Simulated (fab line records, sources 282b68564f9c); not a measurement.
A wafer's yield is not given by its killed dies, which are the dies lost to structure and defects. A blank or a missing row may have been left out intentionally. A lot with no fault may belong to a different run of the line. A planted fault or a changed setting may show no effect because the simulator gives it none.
Lot-split experiment | flow rit cmos | 5 lots, 23 wafers read, on a route of 202 steps

== THE SPLIT ==
At RIT_M1_COAT_04 (resist thk 1300 nm), the setting resist thk nm was moved away from the recipe's 1300 nm on 11 of the 23 wafers read, by -4.7% to +3.2%. This setting was run at the recipe's value on the other wafers.

== FROM THE SPLIT TO THE READING: what the file shows between them, 4 steps ==
- RIT_M1_SOFTBAKE_05: time 60 s
- RIT_M1_EXPOSE_06: exposes mask M12, target cd 2600 nm
- RIT_M1_PEB_07
- RIT_M1_DEVELOP_08: develop time 69.88 s

== THE READING ==
cd nm at RIT_M1_CD_MEAS_09, given in nm (cd target 2600 nm). Fault-free wafers of this fab line usually give 2600.2 nm, standard deviation 1.8 nm.

wafer  | tool, chamber at the split | resist thk nm as run, nm | against the recipe | cd nm, nm | against lot-mates on the recipe
L075.2 | litho track-02, 0          | 1300                     | recipe             | 2599.7    | -
L075.3 | litho track-02, 0          | 1279                     | -1.6%              | 2596.8    | -3.4
L075.4 | litho track-02, 0          | 1300                     | recipe             | 2600.8    | -
L075.5 | litho track-02, 0          | 1279                     | -1.6%              | 2600.3    | +0.1
L075.6 | litho track-02, 0          | 1279                     | -1.6%              | 2598.4    | -1.8
L077.2 | litho track-04, 0          | 1300                     | recipe             | 2598.4    | -
L077.3 | litho track-04, 0          | 1260                     | -3.1%              | 2595.1    | -3.8
L077.4 | litho track-04, 0          | 1300                     | recipe             | 2600.3    | -
L077.5 | litho track-04, 0          | 1300                     | recipe             | 2598.1    | -
L077.6 | litho track-04, 0          | 1260                     | -3.1%              | 2596.0    | -2.9
L078.3 | litho track-02, 0          | 1300                     | recipe             | 2600.5    | -
L078.5 | litho track-02, 0          | 1300                     | recipe             | 2599.6    | -
L078.6 | litho track-02, 0          | 1300                     | recipe             | 2598.8    | -
L080.2 | litho track-04, 0          | 1239                     | -4.7%              | 2593.6    | -7.2
L080.3 | litho track-04, 0          | 1239                     | -4.7%              | 2594.6    | -6.2
L080.4 | litho track-04, 0          | 1300                     | recipe             | 2601.5    | -
L080.5 | litho track-04, 0          | 1239                     | -4.7%              | 2596.3    | -4.4
L080.6 | litho track-04, 0          | 1300                     | recipe             | 2600.0    | -
L084.1 | litho track-01, 0          | 1342                     | +3.2%              | 2605.1    | +4.0
L084.2 | litho track-01, 0          | 1342                     | +3.2%              | 2605.7    | +4.6
L084.3 | litho track-01, 0          | 1300                     | recipe             | 2600.1    | -
L084.4 | litho track-01, 0          | 1300                     | recipe             | 2602.1    | -
L084.5 | litho track-01, 0          | 1342                     | +3.2%              | 2604.2    | +3.1

THE FIT
A straight line over all 23 wafers: cd nm changes by +1.29 nm for each +1% of resist thk nm; r = +0.93; the points scatter about the line by 1.2 nm.
The same after taking each lot's own level away (the mean of its wafers on the recipe; 23 wafers): +1.21 nm for each +1%; r = +0.95; scatter 0.97 nm.
The reading moves by 5.7 nm for the largest change in resist thk nm, on that fit.
The span of the lots' own levels, 2598.93 to 2601.10 nm, comes to 1.2 times the standard deviation stated above.
The two slopes agree, so the slope changes little with the lot-to-lot level.
Check: -5.34 nm against its lot-mates is what the line predicts for one of the wafers moved furthest among these (-4.7%) when that wafer is left out of the fit. It came out at -7.15 nm against them.

== FURTHER SPLITS ON THESE WAFERS ==
Other splits were also applied to these wafers ahead of the reading. Each is held against what the fit with the lots' levels taken away leaves over:
other split on the same wafers    | wafers away from the commonest value | r with cd nm (lot level and that fit taken away)
RIT_SPACER_CLEAN_00 time s        | 15                                   | -0.06
RIT_NSD_SOFTBAKE_02 temp c        | 9                                    | -0.22
RIT_PSD_COAT_01 resist thk nm     | 10                                   | -0.03
RIT_SDANNEAL_CLEAN_00 time s      | 15                                   | +0.08
RIT_CONTACT_COAT_03 resist thk nm | 5                                    | -0.04
RIT_CONTACT_ETCH_11 time s        | 11                                   | +0.25

== THE WHOLE CHAIN: every reading that the file lists as answering this split, in the file's order ==
step               | what it does       | reading                                                                       | change (the file's fit)              | r (the file's)
RIT_M1_COAT_04     | resist thk 1300 nm | NOVOLAK_of_M1_COAT_04.thk nm (the simulator's own value, which no gauge read) | +12.9 nm for each +1% of the setting | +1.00
RIT_M1_CD_MEAS_09  | target cd 2600 nm  | cd nm                                                                         | +1.2 nm for each +1% of the setting  | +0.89
RIT_M1_HARDBAKE_11 | time 120 s         | NOVOLAK_of_M1_COAT_04.thk nm (the simulator's own value, which no gauge read) | +11.1 nm for each +1% of the setting | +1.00

== THE FILE'S OWN FIT ==
cd nm changes by +1.2 nm for each +1% of resist thk nm, r = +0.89.
